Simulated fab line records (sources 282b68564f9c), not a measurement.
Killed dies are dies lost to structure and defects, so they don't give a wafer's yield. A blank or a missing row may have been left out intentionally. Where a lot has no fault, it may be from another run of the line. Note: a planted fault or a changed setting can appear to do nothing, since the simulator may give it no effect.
Which tool is to blame? / flow rit cmos / 14 lots (42 wafers sampled), 1 step of a 202-step route

WHAT THE GAUGES READ, wafer by wafer
The record holds no reading of a measuring or inspecting step that can be judged against a usual standard deviation.

TOOL THAT RAN EACH LOT (tool first, then ch and the chambers of the sampled wafers, then the start)
lot=L162; RIT_PRETRO_DEVELOP_05=litho track-01 ch 0, day 2 14:00
lot=L163; RIT_PRETRO_DEVELOP_05=litho track-03 ch 0, day 2 18:00
lot=L164; RIT_PRETRO_DEVELOP_05=litho track-01 ch 0, day 2 23:00
lot=L165; RIT_PRETRO_DEVELOP_05=litho track-02 ch 0, day 3 04:00
lot=L166; RIT_PRETRO_DEVELOP_05=litho track-02 ch 0, day 3 11:00
lot=L168; RIT_PRETRO_DEVELOP_05=litho track-03 ch 0, day 3 18:00
lot=L169; RIT_PRETRO_DEVELOP_05=litho track-03 ch 0, day 4 00:00
lot=L171; RIT_PRETRO_DEVELOP_05=litho track-03, day 4 08:00
lot=L172; RIT_PRETRO_DEVELOP_05=litho track-02, day 4 16:00
lot=L177; RIT_PRETRO_DEVELOP_05=litho track-03 ch 0, day 5 22:00
lot=L178; RIT_PRETRO_DEVELOP_05=litho track-03 ch 0, day 6 04:00
lot=L179; RIT_PRETRO_DEVELOP_05=litho track-02 ch 0, day 6 11:00
lot=L181; RIT_PRETRO_DEVELOP_05=litho track-02 ch 0, day 7 05:00
lot=L184; RIT_PRETRO_DEVELOP_05=litho track-03 ch 0, day 7 18:00
- RIT_PRETRO_DEVELOP_05: develop time 68 s.

AS READ BY THE TOOLS THEMSELVES (means over the sampled wafers that have a number; for cases with no such wafer, the mark the record gives instead)
RIT_PRETRO_DEVELOP_05. Usual: chill plate temp C 23.02 C, standard deviation 0.095.
lot=L162; tool=litho track-01; chill plate temp C (C)=23.06; flag=
lot=L163; tool=litho track-03; chill plate temp C (C)=23.05; flag=
lot=L164; tool=litho track-01; chill plate temp C (C)=23.04; flag=
lot=L165; tool=litho track-02; chill plate temp C (C)=23.05; flag=
lot=L166; tool=litho track-02; chill plate temp C (C)=23.01; flag=
lot=L168; tool=litho track-03; chill plate temp C (C)=23.04; flag=
lot=L169; tool=litho track-03; chill plate temp C (C)=23.03; flag=
lot=L171; tool=litho track-03; chill plate temp C (C)=-; flag=OFF
lot=L172; tool=litho track-02; chill plate temp C (C)=-; flag=OFF
lot=L177; tool=litho track-03; chill plate temp C (C)=23.00; flag=
lot=L178; tool=litho track-03; chill plate temp C (C)=23.10; flag=
lot=L179; tool=litho track-02; chill plate temp C (C)=22.97; flag=
lot=L181; tool=litho track-02; chill plate temp C (C)=23.04; flag=
lot=L184; tool=litho track-03; chill plate temp C (C)=22.93; flag=

THE ANSWER, worked out from the rows above alone
Rule: take the mean of a lot's wafers that have a number; if it is more than 3 standard deviations from the usual mean, the lot is off. A lot without any number at a reading at which 4 lots or more have one is off too. All remaining lots with rows at the step are treated as sound. First the gauges in route order, then the tools' own readings, where a lot's mean is used as printed above. At the first step where some lot is off, the reading lying furthest off is the one used; lots without a number count as furthest.
Off at RIT_PRETRO_DEVELOP_05 (chill plate temp C): L171, L172. Without a number there: L171, L172.
A tool fits if, at that step or a process step before it, it ran every lot that is off, and no sound lot after the first of them. Of those tried, none fits.

WHAT HAD BEEN PUT IN BY THE SIMULATOR
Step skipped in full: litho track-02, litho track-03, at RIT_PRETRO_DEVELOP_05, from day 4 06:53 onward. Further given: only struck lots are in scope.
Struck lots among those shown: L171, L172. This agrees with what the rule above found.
